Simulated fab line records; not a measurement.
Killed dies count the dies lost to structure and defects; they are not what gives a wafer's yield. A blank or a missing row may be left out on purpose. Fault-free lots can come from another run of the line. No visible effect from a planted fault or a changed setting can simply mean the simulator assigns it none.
The tool behind it: which one? :: flow rit cmos :: 42 wafers from 14 lots sampled at 4 of the route's 202 steps

## WHAT THE GAUGES READ, wafer by wafer
RIT_FOX1_THK_MEAS_01. Usual: FOX1_OXIDE_THK gives 354 nm (standard deviation 6.8).
lot: L786
measured: day 1 16:59
on: film metro-01
FOX1_OXIDE_THK (nm): 346 346 343
flag: 

lot: L788
measured: day 2 04:11
on: film metro-01
FOX1_OXIDE_THK (nm): 349 339 341
flag: 

lot: L789
measured: day 2 08:50
on: film metro-03
FOX1_OXIDE_THK (nm): 357 356 360
flag: 

lot: L791
measured: day 2 17:52
on: film metro-02
FOX1_OXIDE_THK (nm): 349 347 346
flag: 

lot: L792
measured: day 2 23:34
on: film metro-01
FOX1_OXIDE_THK (nm): 346 343 342
flag: 

lot: L793
measured: day 3 04:31
on: film metro-01
FOX1_OXIDE_THK (nm): 351 351 357
flag: 

lot: L800
measured: day 4 15:26
on: film metro-02
FOX1_OXIDE_THK (nm): 360 357 353
flag: 

lot: L801
measured: day 4 20:44
on: film metro-02
FOX1_OXIDE_THK (nm): 358 357 357
flag: 

lot: L802
measured: day 5 00:53
on: film metro-03
FOX1_OXIDE_THK (nm): 350 352 350
flag: 

lot: L804
measured: day 5 12:51
on: film metro-01
FOX1_OXIDE_THK (nm): 357 353 364
flag: 

lot: L805
measured: day 5 18:43
on: film metro-02
FOX1_OXIDE_THK (nm): 361 358 354
flag: 

lot: L806
measured: day 5 21:31
on: film metro-01
FOX1_OXIDE_THK (nm): 365 358 360
flag: 

lot: L807
measured: day 6 03:22
on: film metro-01
FOX1_OXIDE_THK (nm): 357 361 367
flag: 

lot: L808
measured: day 6 07:14
on: film metro-02
FOX1_OXIDE_THK (nm): 347 344 347
flag: 

RIT_FOX2_THK_MEAS_01. Usual: FOX2_OXIDE_THK gives 353 nm (standard deviation 6.9).
lot: L786
measured: day 1 19:08
on: film metro-03
FOX2_OXIDE_THK (nm): 357 356 357
flag: 

lot: L788
measured: day 2 05:41
on: film metro-04
FOX2_OXIDE_THK (nm): 355 354 351
flag: 

lot: L789
measured: day 2 10:19
on: film metro-01
FOX2_OXIDE_THK (nm): 343 346 347
flag: 

lot: L791
measured: day 2 19:22
on: film metro-03
FOX2_OXIDE_THK (nm): 345 346 341
flag: 

lot: L792
measured: day 3 01:08
on: film metro-03
FOX2_OXIDE_THK (nm): 347 341 344
flag: 

lot: L793
measured: day 3 06:00
on: film metro-01
FOX2_OXIDE_THK (nm): 355 345 350
flag: 

lot: L800
measured: day 4 16:56
on: film metro-03
FOX2_OXIDE_THK (nm): 355 358 357
flag: 

lot: L801
measured: day 4 23:01
on: film metro-01
FOX2_OXIDE_THK (nm): 358 354 358
flag: 

lot: L802
measured: day 5 02:24
on: film metro-04
FOX2_OXIDE_THK (nm): 354 351 359
flag: 

lot: L804
measured: day 5 18:43
on: film metro-04
FOX2_OXIDE_THK (nm): 343 339 342
flag: 

lot: L805
measured: day 5 20:13
on: film metro-01
FOX2_OXIDE_THK (nm): 356 347 350
flag: 

lot: L806
measured: day 5 23:01
on: film metro-01
FOX2_OXIDE_THK (nm): 348 352 353
flag: 

lot: L807
measured: day 6 06:49
on: film metro-04
FOX2_OXIDE_THK (nm): 368 364 369
flag: 

lot: L808
measured: day 6 08:43
on: film metro-03
FOX2_OXIDE_THK (nm): 360 358 350
flag: 

RIT_SDANNEAL_RS_MEAS_06: a four-point-probe measurement. Usual: PLDD_RS gives 179.2 ohm/sq (standard deviation 0.5).
lot: L786
measured: day 3 02:29
on: film metro-02
PLDD_RS (ohm/sq): 179.1 179.1 179.5
flag: 

lot: L788
measured: day 3 13:59
on: film metro-02
PLDD_RS (ohm/sq): 178.8 178.9 179.9
flag: 

lot: L789
measured: day 3 18:46
on: film metro-04
PLDD_RS (ohm/sq): 179.7 178.6 178.7
flag: 

lot: L791
measured: day 4 03:57
on: film metro-02
PLDD_RS (ohm/sq): - - -
flag: OFF

lot: L792
measured: day 4 07:28
on: film metro-03
PLDD_RS (ohm/sq): 179.6 179.9 179.1
flag: 

lot: L793
measured: day 4 12:34
on: film metro-02
PLDD_RS (ohm/sq): - - -
flag: OFF

lot: L800
measured: day 6 02:28
on: film metro-04
PLDD_RS (ohm/sq): 178.6 178.2 178.3
flag: 

lot: L801
measured: day 6 09:30
on: film metro-04
PLDD_RS (ohm/sq): 179.1 179.2 179.3
flag: 

lot: L802
measured: day 6 09:52
on: film metro-02
PLDD_RS (ohm/sq): 179.7 179.0 179.4
flag: 

lot: L804
measured: day 7 01:56
on: film metro-03
PLDD_RS (ohm/sq): 178.9 179.3 179.1
flag: 

lot: L805
measured: day 7 05:22
on: film metro-04
PLDD_RS (ohm/sq): 179.0 178.7 179.3
flag: 

lot: L806
measured: day 7 10:02
on: film metro-02
PLDD_RS (ohm/sq): 178.5 178.5 178.6
flag: 

lot: L807
measured: day 7 13:41
on: film metro-02
PLDD_RS (ohm/sq): 179.6 179.7 179.6
flag: 

lot: L808
measured: day 7 15:31
on: film metro-02
PLDD_RS (ohm/sq): 179.1 178.5 178.4
flag: 

## WHICH TOOL RAN EACH LOT (tool, then ch and the chambers of the sampled wafers, then the start)
lot: L786
RIT_PLDD_IMPLANT_08: implanter-02 ch 0, day 2 19:47

lot: L788
RIT_PLDD_IMPLANT_08: implanter-02 ch 0, day 3 05:51

lot: L789
RIT_PLDD_IMPLANT_08: implanter-04 ch 0, day 3 09:53

lot: L791
RIT_PLDD_IMPLANT_08: implanter-04 ch 0, day 3 20:55

lot: L792
RIT_PLDD_IMPLANT_08: implanter-02 ch 0, day 4 00:47

lot: L793
RIT_PLDD_IMPLANT_08: implanter-04 ch 0, day 4 06:02

lot: L800
RIT_PLDD_IMPLANT_08: implanter-02 ch 0, day 5 19:59

lot: L801
RIT_PLDD_IMPLANT_08: implanter-02 ch 0, day 6 02:28

lot: L802
RIT_PLDD_IMPLANT_08: implanter-01 ch 0, day 6 03:05

lot: L804
RIT_PLDD_IMPLANT_08: implanter-02 ch 0, day 6 19:11

lot: L805
RIT_PLDD_IMPLANT_08: implanter-02 ch 0, day 6 21:50

lot: L806
RIT_PLDD_IMPLANT_08: implanter-04 ch 0, day 7 03:26

lot: L807
RIT_PLDD_IMPLANT_08: implanter-04 ch 0, day 7 07:17

lot: L808
RIT_PLDD_IMPLANT_08: implanter-01 ch 0, day 7 08:23
- RIT_PLDD_IMPLANT_08

## WHAT THE TOOLS THEMSELVES READ (means of the sampled wafers that have a number; where no wafer has one, the mark that the record gives instead)
RIT_PLDD_IMPLANT_08. Usual: tilt deg 6.995 degrees, standard deviation 0.018.
lot: L786
tool: implanter-02
tilt deg (degrees): 7.008
flag: 

lot: L788
tool: implanter-02
tilt deg (degrees): 6.993
flag: 

lot: L789
tool: implanter-04
tilt deg (degrees): 7.013
flag: 

lot: L791
tool: implanter-04
tilt deg (degrees): 7.578
flag: OFF

lot: L792
tool: implanter-02
tilt deg (degrees): 7.006
flag: 

lot: L793
tool: implanter-04
tilt deg (degrees): 7.601
flag: OFF

lot: L800
tool: implanter-02
tilt deg (degrees): 6.994
flag: 

lot: L801
tool: implanter-02
tilt deg (degrees): 6.996
flag: 

lot: L802
tool: implanter-01
tilt deg (degrees): 6.994
flag: 

lot: L804
tool: implanter-02
tilt deg (degrees): 7.004
flag: 

lot: L805
tool: implanter-02
tilt deg (degrees): 6.984
flag: 

lot: L806
tool: implanter-04
tilt deg (degrees): 6.967
flag: 

lot: L807
tool: implanter-04
tilt deg (degrees): 7.007
flag: 

lot: L808
tool: implanter-01
tilt deg (degrees): 6.986
flag: 

## THE ANSWER, worked out from the rows above alone
Rule: take the mean of a lot's wafers that have a number; if it is more than 3 standard deviations from the usual mean, the lot is off. A lot without any number at a reading at which 4 lots or more have one is off too. Where the step has rows for the other lots, those lots are counted as sound. The gauges are gone through in route order, then the tools' own readings, and for those a lot's mean is taken as printed above. At the first step where some lot is off, the reading lying furthest off is the one used; lots without a number count as furthest.
Off: L791, L793, at RIT_SDANNEAL_RS_MEAS_06 (PLDD_RS). Without a number there: L791, L793.
A tool fits if, at a process step before that reading, it ran every lot that is off, and no sound lot after the first of them. Not tried: the gauges at RIT_SDANNEAL_RS_MEAS_06; whatever is off there is also off at RIT_PLDD_IMPLANT_08, on other tools, and gauge error can't account for it. Not one of the candidates tried fits.

## WHAT THE SIMULATOR HAD INSERTED
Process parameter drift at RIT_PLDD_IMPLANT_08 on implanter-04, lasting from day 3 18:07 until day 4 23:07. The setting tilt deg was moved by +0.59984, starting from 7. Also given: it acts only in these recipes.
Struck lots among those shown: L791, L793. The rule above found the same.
